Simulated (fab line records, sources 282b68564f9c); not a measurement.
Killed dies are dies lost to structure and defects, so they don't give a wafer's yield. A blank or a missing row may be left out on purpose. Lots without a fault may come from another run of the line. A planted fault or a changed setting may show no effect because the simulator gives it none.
fab line records | flow rit_cmos
record lots=7 wafers=21 last_day=7
route steps=202 shown PLDD@120 SPACER@125 NSD@131 M1@202
lots that met no fault: from a run of the same line without faults
start_h: hours from the record's first day to the start of the lot's first wafer shown | wait_h: hours since the lot's step before | " the same as in the row above | L1.1+2: a row that stands for several wafers | - no value, or no start given | * or withheld: withheld | < > ~ a bound
route shown NAME@n: a module of which the file shows steps, and the number in the route of the first | usual: mean/standard deviation of fault-free wafers | same: alike in all rows | chamber/n: place in a boat | sites: the reading at each site | _std_site: their standard deviation | _edge_site: outer sites' mean less inner sites' | radius_mm: how far each site lies from the wafer's centre | mask NAME#n: copy n | behind: the tool/chamber that last shaped the wafer | hold: why the lot was held/for how many hours/how that ended | device: the transistor (n, p or np) that didn't switch | end of line: the same wafers' tests at the end of the route | a step without rows: its recipe alone | killed: dies lost to structure and defects at the first sort, not the wafer's yield | map: a wafer's dies, x killed, . not, _ none there
set.NAME: the setting as run; set.NAME@STEP: as run at that earlier step | model.NAME: the simulator's own value behind a step, which no gauge read
lots at some steps of the route; a table a step, a row a wafer
services: from which hour (start_h, from the record's first day; less than 0 if before it) a tool's chamber was out of use, for how many hours, and why
## steps
# step RIT_PLDD_OVL_MEAS_06
# usual PLDD_OVL=-1.5/1.3
# columns lot.wafer tool chamber start_h wait_h PLDD_OVL[nm]
L371.1 overlay-01 - 69.66 - -0.2
L371.4 " - " " -1.0
L371.6 " - " " -3.2
L373.2 overlay-02 - 78.67 - -0.3
L373.4 " - " " 0.9
L373.6 " - " " 1.4
L377.1 overlay-02 - 98.39 - -2.0
L377.3 " - " " -1.5
L377.5 " - " " -2.6
L378.1 overlay-01 - 100.73 - -2.9
L378.2 " - " " -3.5
L378.6 " - " " -3.1
L380.2 overlay-01 - 109.34 - -2.5
L380.5 " - " " -3.5
L380.6 " - " " -3.8
L387.4 overlay-02 - 147.28 - -1.1
L387.5 " - " " 0.6
L387.6 " - " " 1.2
L390.1 overlay-02 - 160.57 - -0.3
L390.2 " - " " -0.6
L390.6 " - " " -0.8
# step RIT_PLDD_HARDBAKE_07
# recipe resist=NOVOLAK temp_c=140 time_s=60
# step RIT_PLDD_IMPLANT_08
# recipe species=BF2 energy_kev=20 dose_cm2=9e+14 tilt_deg=7
# step RIT_PLDD_STRIP_09
# recipe chemistry=O2 time_s=180 resist=NOVOLAK platen_temp_c=withheld power_w=500 pressure_mtorr=4000 o2_flow_sccm=4000
# usual drypump_motor_current_A=5.9/0.51 o2_flow_sccm=4001/10
# columns lot.wafer tool chamber start_h wait_h drypump_motor_current_A o2_flow_sccm rf_hours_counter_h
L371.1 plasma_asher-04 0 70.00 0.1 5.9 4008 44
L371.4 " 0 " " 5.9 3999 -
L371.6 " 1 " " 5.0 4022 -
L373.2 plasma_asher-03 1 79.00 0.1 6.3 3986 43
L373.4 " 0 " " 6.4 4008 -
L373.6 " 0 " " 6.4 4013 -
L377.1 plasma_asher-02 0 98.72 0.1 6.1 4019 43
L377.3 " 0 " " 6.1 4006 -
L377.5 " 1 " " 5.3 4000 -
L378.1 plasma_asher-03 0 101.06 0.1 6.4 3995 45
L378.2 " 1 " " 6.3 3995 45
L378.6 " 1 " " 6.4 4007 -
L380.2 plasma_asher-02 1 109.67 0.1 5.3 3998 44
L380.5 " 1 " " 5.2 3999 -
L380.6 " 0 " " 6.1 3989 -
L387.4 plasma_asher-04 0 147.65 0.1 6.0 4022 -
L387.5 " 0 " " 6.0 4014 -
L387.6 " 1 " " 5.0 3984 -
L390.1 plasma_asher-03 1 161.10 0.1 6.3 3976 52
L390.2 " 0 " " 6.4 3982 52
L390.6 " 0 " " 6.4 4007 -
# step RIT_PLDD_TW_MEAS_10
# usual PLDD_TW=2344/19
# columns lot.wafer tool chamber start_h wait_h PLDD_TW
L371.1 film_metro-02 - 70.17 0.1 2350
L371.4 " - " " 2348
L371.6 " - " " 2351
L373.2 film_metro-04 - 79.19 0.1 2338
L373.4 " - " " 2339
L373.6 " - " " 2321
L377.1 film_metro-01 - 98.90 0.1 2347
L377.3 " - " " 2345
L377.5 " - " " 2346
L378.1 film_metro-04 - 101.24 0.1 2317
L378.2 " - " " 2311
L378.6 " - " " 2315
L380.2 film_metro-01 - 109.85 0.1 2357
L380.5 " - " " 2353
L380.6 " - " " 2336
L387.4 film_metro-01 - 147.80 0.1 2344
L387.5 " - " " 2362
L387.6 " - " " 2357
L390.1 film_metro-01 - 161.28 0.1 2346
L390.2 " - " " 2357
L390.6 " - " " 2346
# step RIT_SPACER_CLEAN_00
# recipe chemistry=SC1 mix=3:3:50 time_s=600 temp_c=75
# step RIT_SPACER_CLEAN_01
# recipe chemistry=dHF dilution=50:1 time_s=30
# step RIT_SPACER_CLEAN_02
# recipe chemistry=SC2 mix=3:3:50 time_s=600 temp_c=75 dry=n2_spin
# step RIT_SPACER_CVD_03
# recipe material=Si3N4 target_thk_nm=250 temp_c=810 precursor=SiH2Cl2/NH3 time_s=3300 pressure_mtorr=300 sih2cl2_flow_sccm=60 nh3_flow_sccm=150
# step RIT_SPACER_THK_MEAS_04
# recipe reads=Si3N4_of_SPACER_CVD_03
# usual SPACER_NITRIDE_THK=248.7/2.4
# columns lot.wafer tool chamber start_h wait_h SPACER_NITRIDE_THK[nm]
L371.1 film_metro-01 - 73.17 0.0 245.4
L371.4 " - " " 245.5
L371.6 " - " " 247.1
L373.2 film_metro-01 - 81.56 0.0 245.7
L373.4 " - " " 246.6
L373.6 " - " " 244.5
L377.1 film_metro-03 - 102.22 0.0 252.0
L377.3 " - " " 252.4
L377.5 " - " " 250.2
L378.1 film_metro-04 - 103.64 0.0 249.0
L378.2 " - " " 248.2
L378.6 " - " " 247.6
L380.2 film_metro-03 - 112.20 0.0 248.0
L380.5 " - " " 247.6
L380.6 " - " " 246.6
L387.4 film_metro-01 - 150.14 0.0 249.3
L387.5 " - " " 248.9
L387.6 " - " " 249.2
L390.1 film_metro-04 - 163.67 0.0 242.2
L390.2 " - " " 246.9
L390.6 " - " " 246.0
# step RIT_SPACER_ETCHBACK_05
# recipe target_depth_a=2500 SF6_flow_sccm=30 CHF3_flow_sccm=30 target=Si3N4 chemistry=SF6/CHF3 pressure_mtorr=40 rf_w=250 time_s=240 stop_on=SiO2
# usual drypump_motor_current_A=5.6/0.53 oes_product_au=0.834/0.016 throttle_valve_pct=10.27/0.14
# columns lot.wafer tool chamber start_h wait_h drypump_motor_current_A oes_product_au rf_hours_counter_h throttle_valve_pct
L371.1 rie_diel-02 1 73.23 0.1 6.0 0.810 14 10.30
L371.4 " 3 " " 6.1 0.847 40 10.27
L371.6 " 3 " " 6.1 0.853 - 10.28
L373.2 rie_diel-04 1 81.61 0.0 6.1 0.825 24 10.32
L373.4 " 3 " " 4.9 0.839 2 10.22
L373.6 " 1 " " 6.1 0.828 - 10.32
L377.1 rie_diel-03 0 102.28 0.1 5.8 0.831 75 10.37
L377.3 " 2 " " 4.7 0.868 123 10.11
L377.5 " 0 " " 5.9 0.821 - 10.35
L378.1 rie_diel-02 2 103.70 0.1 6.3 0.839 82 10.08
L378.2 " 1 " " 6.0 0.822 15 10.30
L378.6 " 0 " " 5.8 0.816 - 10.59
L380.2 rie_diel-04 1 112.25 0.0 6.1 0.832 25 10.32
L380.5 " 3 " " 4.8 0.829 - 10.21
L380.6 " 2 " " 5.2 0.821 - 10.17
L387.4 rie_diel-02 3 150.17 0.0 6.1 0.859 41 10.26
L387.5 " 3 " " 6.1 0.858 - 10.27
L387.6 " 0 " " 5.8 0.817 - 10.61
L390.1 rie_diel-03 0 163.73 0.1 5.8 0.806 76 10.37
L390.2 " 2 " " 4.7 0.850 124 10.10
L390.6 " 0 " " 5.9 0.811 - 10.38
# step RIT_NSD_HMDS_00
# recipe prime_time_s=60 prime_temp_c=140
# step RIT_NSD_COAT_01
# recipe resist=NOVOLAK spin_rpm=3250 resist_thk_nm=1000
# columns lot.wafer tool chamber start_h wait_h model.NOVOLAK_of_NSD_COAT_01.thk_nm
L371.1 litho_track-02 0 73.53 0.1 1003
L371.4 " 0 " " 1000
L371.6 " 0 " " 1002
L373.2 litho_track-02 0 81.94 0.1 998
L373.4 " 0 " " 1001
L373.6 " 0 " " 1000
L377.1 litho_track-02 0 102.58 0.1 979.7
L377.3 " 0 " " 980.7
L377.5 " 0 " " 980.2
L378.1 litho_track-02 0 104.00 0.1 984.4
L378.2 " 0 " " 986.5
L378.6 " 0 " " 984.2
L380.2 litho_track-02 0 112.57 0.1 983.3
L380.5 " 0 " " 986.2
L380.6 " 0 " " 983.9
L387.4 litho_track-04 0 150.55 0.1 1003
L387.5 " 0 " " 1002
L387.6 " 0 " " 1006
L390.1 litho_track-04 0 164.19 0.1 1000
L390.2 " 0 " " 1002
L390.6 " 0 " " 1001
# step RIT_NSD_SOFTBAKE_02
# recipe resist=NOVOLAK temp_c=90 time_s=60
# step RIT_NSD_EXPOSE_03
# recipe mask_id=M9 na=0.57 target_cd_nm=40700 dose_mj=250
# step RIT_NSD_PEB_04
# recipe resist=NOVOLAK temp_c=withheld time_s=withheld
# step RIT_NSD_DEVELOP_05
# recipe resist=NOVOLAK develop_time_s=50 dev_temp_c=23
# step RIT_NSD_OVL_MEAS_06
# usual NSD_OVL=-1.2/1.2
# columns lot.wafer tool chamber start_h wait_h NSD_OVL[nm]
L371.1 overlay-02 - 74.36 - -0.1
L371.4 " - " " -1.2
L371.6 " - " " 0.5
L373.2 overlay-02 - 82.74 - -1.4
L373.4 " - " " -0.7
L373.6 " - " " -1.2
L377.1 overlay-02 - 103.40 - -0.5
L377.3 " - " " -2.6
L377.5 " - " " -1.7
L378.1 overlay-01 - 104.83 - -0.2
L378.2 " - " " -1.9
L378.6 " - " " -1.2
L380.2 overlay-02 - 113.38 - -0.2
L380.5 " - " " -1.0
L380.6 " - " " 0.1
L387.4 overlay-02 - 151.20 - -2.2
L387.5 " - " " -2.4
L387.6 " - " " -1.9
L390.1 overlay-02 - 165.01 - -1.1
L390.2 " - " " 0.9
L390.6 " - " " 0.0
# step RIT_NSD_HARDBAKE_07
# recipe resist=NOVOLAK temp_c=140 time_s=60
# usual heater_power_total_W=62.55/0.05
# columns lot.wafer tool chamber start_h wait_h heater_power_total_W model.NOVOLAK_of_NSD_COAT_01.thk_nm
L371.1 litho_track-02 0 74.43 0.1 62.54 886.2
L371.4 " 0 " " 62.59 884
L371.6 " 0 " " 62.58 885.3
L373.2 litho_track-04 0 82.80 0.0 62.57 882.1
L373.4 " 0 " " 62.50 884.4
L373.6 " 0 " " 62.59 883.7
L377.1 litho_track-04 0 103.44 0.0 62.58 866
L377.3 " 0 " " 62.57 866.9
L377.5 " 0 " " 62.52 866.4
L378.1 litho_track-03 0 104.86 0.0 62.53 870.2
L378.2 " 0 " " 62.59 871.9
L378.6 " 0 " " 62.48 870
L380.2 litho_track-03 0 113.43 0.0 62.72 869.2
L380.5 " 0 " " 62.54 871.7
L380.6 " 0 " " 62.53 869.7
L387.4 litho_track-03 0 151.29 0.1 62.46 886
L387.5 " 0 " " 62.55 885.5
L387.6 " 0 " " 62.58 888.6
L390.1 litho_track-02 0 165.05 0.0 62.57 883.8
L390.2 " 0 " " 62.65 885.6
L390.6 " 0 " " 62.48 884.9
# step RIT_NSD_IMPLANT_08
# recipe species=P energy_kev=25 dose_cm2=1e+15 tilt_deg=7
# step RIT_M1_PROBE_99
# usual killed_at_contacts=0.1/0.27 killed_at_front_end=6.5/2.8 killed_dies=6.6/2.8 killed_open=3.5/2 killed_short=3.2/1.8
# same gross_dies=264 killed_at_M0_to_M3=0 killed_at_M4_up=0 killed_at_back_side=0 killed_at_other=0
# columns lot.wafer tool chamber start_h wait_h killed_at_contacts killed_at_front_end killed_dies killed_open killed_short
L371.1 prober-02 - 84.71 0.1 0 11 11 3 8
L371.4 prober-02 - 84.86 0.2 0 8 8 2 6
L371.6 prober-02 - 84.96 0.2 0 8 8 2 6
L373.2 prober-01 - 92.75 0.1 0 5 5 2 3
L373.4 prober-01 - 92.85 0.2 0 8 8 7 1
L373.6 prober-01 - 92.95 0.2 0 7 7 5 2
L377.1 prober-01 - 113.46 0.1 0 6 6 0 6
L377.3 prober-01 - 113.56 0.2 0 4 4 2 2
L377.5 prober-01 - 113.66 0.2 0 8 8 6 2
L378.1 prober-02 - 114.96 0.1 0 4 4 4 0
L378.2 prober-02 - 115.01 0.1 0 5 5 2 3
L378.6 prober-02 - 115.21 0.2 0 6 6 3 3
L380.2 prober-02 - 123.32 0.1 0 9 9 5 4
L380.5 prober-02 - 123.47 0.2 0 6 6 3 3
L380.6 prober-02 - 123.52 0.2 0 12 12 6 6
L387.4 prober-02 - 161.61 0.2 0 6 6 5 1
L387.5 prober-02 - 161.66 0.2 0 4 4 2 2
L387.6 prober-02 - 161.71 0.2 1 6 7 2 5
L390.1 prober-01 - 174.73 0.1 0 6 6 4 2
L390.2 prober-01 - 174.78 0.1 0 10 10 4 6
L390.6 prober-01 - 174.98 0.2 0 6 6 2 4
# killed by level:class
L371.1 SPACER:geometric_particle:short=3 GATE:geometric_particle:short=2 REOX:geometric_particle:open=2 FOX1:geometric_particle:short=1 FOX2:geometric_particle:short=1 REOX:geometric_particle:short=1 SPACER:geometric_particle:open=1
L371.4 SPACER:geometric_particle:short=3 FOX1:geometric_particle:short=1 FOX1:geometric_particle:open=1 REOX:geometric_particle:short=1 SPACER:geometric_particle:open=1 SILICIDE:geometric_particle:short=1
L371.6 FOX1:geometric_particle:short=2 SILICIDE:geometric_particle:short=2 GATE:geometric_particle:short=1 REOX:geometric_particle:short=1 SPACER:geometric_particle:open=1 SILICIDE:geometric_particle:open=1
L373.2 REOX:geometric_particle:open=2 FOX1:geometric_particle:short=1 GATE:geometric_particle:short=1 SILICIDE:geometric_particle:short=1
L373.4 GATE:geometric_particle:open=3 SPACER:geometric_particle:open=2 FOX1:geometric_particle:open=1 FOX2:geometric_particle:open=1 SPACER:geometric_particle:short=1
L373.6 GATE:geometric_particle:open=2 ACTIVE:geometric_particle:open=1 FOX1:geometric_particle:open=1 GATE:geometric_particle:short=1 REOX:geometric_particle:open=1 SILICIDE:geometric_particle:short=1
L377.1 GATE:geometric_particle:short=5 SILICIDE:geometric_particle:short=1
L377.3 GATE:geometric_particle:open=2 GATE:geometric_particle:short=1 REOX:geometric_particle:short=1
L377.5 GATE:geometric_particle:open=5 GATE:geometric_particle:short=2 FOX1:geometric_particle:open=1
L378.1 FOX1:geometric_particle:open=2 SILICIDE:geometric_particle:open=2
L378.2 GATE:geometric_particle:open=1 GATE:geometric_particle:short=1 REOX:geometric_particle:open=1 REOX:geometric_particle:short=1 SPACER:geometric_particle:short=1
L378.6 FOX1:geometric_particle:open=2 GATE:geometric_particle:short=1 REOX:geometric_particle:short=1 SPACER:geometric_particle:short=1 SPACER:geometric_particle:open=1
L380.2 FOX2:geometric_particle:short=3 FOX2:geometric_particle:open=1 GATE:geometric_particle:open=1 REOX:geometric_particle:open=1 REOX:geometric_particle:short=1 SPACER:geometric_particle:open=1 SILICIDE:geometric_particle:open=1
L380.5 SPACER:geometric_particle:open=3 GATE:geometric_particle:short=1 REOX:geometric_particle:short=1 SPACER:geometric_particle:short=1
L380.6 SILICIDE:geometric_particle:open=5 SILICIDE:geometric_particle:short=3 FOX1:geometric_particle:short=1 FOX2:geometric_particle:short=1 GATE:geometric_particle:short=1 SPACER:geometric_particle:open=1
L387.4 GATE:geometric_particle:open=3 GATE:geometric_particle:short=1 REOX:geometric_particle:open=1 SILICIDE:geometric_particle:open=1
L387.5 GATE:geometric_particle:short=2 GATE:geometric_particle:open=1 SILICIDE:geometric_particle:open=1
L387.6 GATE:geometric_particle:short=4 GATE:geometric_particle:open=1 REOX:geometric_particle:short=1 CONTACT:geometric_particle:open=1
L390.1 FOX1:geometric_particle:open=1 FOX2:geometric_particle:open=1 GATE:geometric_particle:short=1 GATE:geometric_particle:open=1 REOX:geometric_particle:open=1 SPACER:geometric_particle:short=1
L390.2 GATE:geometric_particle:open=3 FOX1:geometric_particle:short=2 GATE:geometric_particle:short=2 FOX2:geometric_particle:short=1 REOX:geometric_particle:short=1 SPACER:geometric_particle:open=1
L390.6 GATE:geometric_particle:short=3 FOX2:geometric_particle:open=2 SILICIDE:geometric_particle:short=1
## services
# columns tool chamber start_h hours kind
rie_diel-04 - 52.58 4.0 pm
rie_diel-04 1 70.78 9.5 repair
plasma_asher-02 - 105.30 1.3 repair
plasma_asher-04 - 108.75 9.0 pm
plasma_asher-04 0 108.75 9.0 vent_cycle
plasma_asher-04 1 108.75 9.0 vent_cycle
plasma_asher-04 0 117.75 - clean
plasma_asher-04 1 117.75 - clean
rie_diel-04 - 133.04 5.4 repair
rie_diel-03 1 133.42 47.9 repair
plasma_asher-03 - 144.51 2.1 repair
rie_diel-02 - 149.50 0.5 repair
rie_diel-03 2 153.33 5.1 repair
## key
first_sign none at tools or gauges
model_effect step=RIT_NSD_COAT_01 value=NOVOLAK_of_NSD_COAT_01.thk_nm without=997.8 struck=983.2
model_effect step=RIT_NSD_HARDBAKE_07 value=NOVOLAK_of_NSD_COAT_01.thk_nm without=881.8 struck=869.1
met_at RIT_NSD_COAT_01
struck_wafers L377.1,L377.3,L377.5,L378.1,L378.2,L378.6,L380.2,L380.5,L380.6
tester_left_out L377,L378,L380
onset_between 81.94 102.58
fault kind=process_parameter_drift tool=litho_track-02 chamber=- onset_h=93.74 steps=RIT_NSD_COAT_01 channel=resist_thk_nm offset=-14.56 shape=step end_h=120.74 acts_in=these_recipes_only stated=1000
# tester_left_out: of these lots the tester's yield and bins aren't shown, on N5 and GAA mostly nor the transistor test; their killed dies are dies lost to structure and defects alone, not to doping, threshold or leakage, so they don't give the yield
